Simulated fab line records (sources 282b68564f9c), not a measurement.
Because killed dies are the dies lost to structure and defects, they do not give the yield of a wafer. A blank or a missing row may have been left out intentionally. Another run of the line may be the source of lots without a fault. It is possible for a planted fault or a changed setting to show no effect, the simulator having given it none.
One fault seen from 2 desks    flow rit_cmos    each desk holds nothing but its own numbers, with what lay behind them at the end

== THE METROLOGY DESK ==
Lot by lot, what the gauges showed, no matter which tool ran the lot: averages of those sampled wafers that carry a number. If a lot's mean is further than 4 standard deviations from the usual mean, the lot is out of limits and carries the mark OUT (the distance appears in the brackets).
Columns: A = PWELL_OVL at RIT_PWELL_OVL_MEAS_06, usual -0.4 nm; B = M1_OVL at RIT_M1_OVL_MEAS_10, usual -0.8 nm
lot   first seen here  A     B
L129  day 1 22:47      -0.6  -1.2
L130  day 2 04:49      2.6   0.3
L131  day 2 10:34      -1.7  -1.7
L132  day 2 17:07      -0.2  -0.1
L133  day 3 02:29      -1.3  -3.7
L134  day 3 06:34      -0.5  1.4
L135  day 3 10:05      0.2   0.6
L141  day 4 15:47      0.0   -2.4
L142  day 4 20:59      1.3   -0.4
L146  day 5 11:34      -1.2  0.6
L147  day 5 19:50      -0.7  -3.6
L149  day 6 04:13      -0.5  -0.2
L150  day 6 11:01      -0.6  -2.0
L152  day 6 18:54      1.4   0.5
Finding of this desk: none of the 14 lots has anything out of limits.

== AT THE TOOL OWNER'S DESK: implanter-02 ==
For each lot that ran on this tool, the mean over its sampled wafers that have a number, from the tool's own readings at RIT_NSD_IMPLANT_08. If a lot's mean is further than 4 standard deviations from the usual mean, the lot is out of limits and carries the mark OUT (the distance appears in the brackets).
Columns: A = beam_energy_keV at RIT_NSD_IMPLANT_08, usual 25.002
lot   first seen here  A
L130  day 3 13:59      25.005
L132  day 3 23:19      25.012
L141  day 5 18:31      24.095 (-99 or more) OUT
L142  day 5 21:39      24.100 (-99 or more) OUT
Finding of this desk: L141, L142 out of limits; the first was L141 at day 5 18:31, on beam_energy_keV at RIT_NSD_IMPLANT_08. L130, L132: within limits.

== TAKEN TOGETHER ==
At day 5 18:31, on L141, L142, the tool owner's desk was in a position to raise an alarm.
Nothing out of limits was seen by the metrology desk.
The metrology desk holds a record of L141, L142, inside its limits.
Every lot named ran RIT_NSD_IMPLANT_08 on implanter-02.

== WHAT HAD BEEN PUT IN BY THE SIMULATOR ==
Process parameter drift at RIT_NSD_IMPLANT_08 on implanter-02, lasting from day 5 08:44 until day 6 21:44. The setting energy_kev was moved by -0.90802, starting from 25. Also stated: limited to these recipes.
Shown lots that were struck: L141, L142.
How many hours passed from the start of the fault until each desk's first out-of-limits reading: the tool owner's desk, 10.
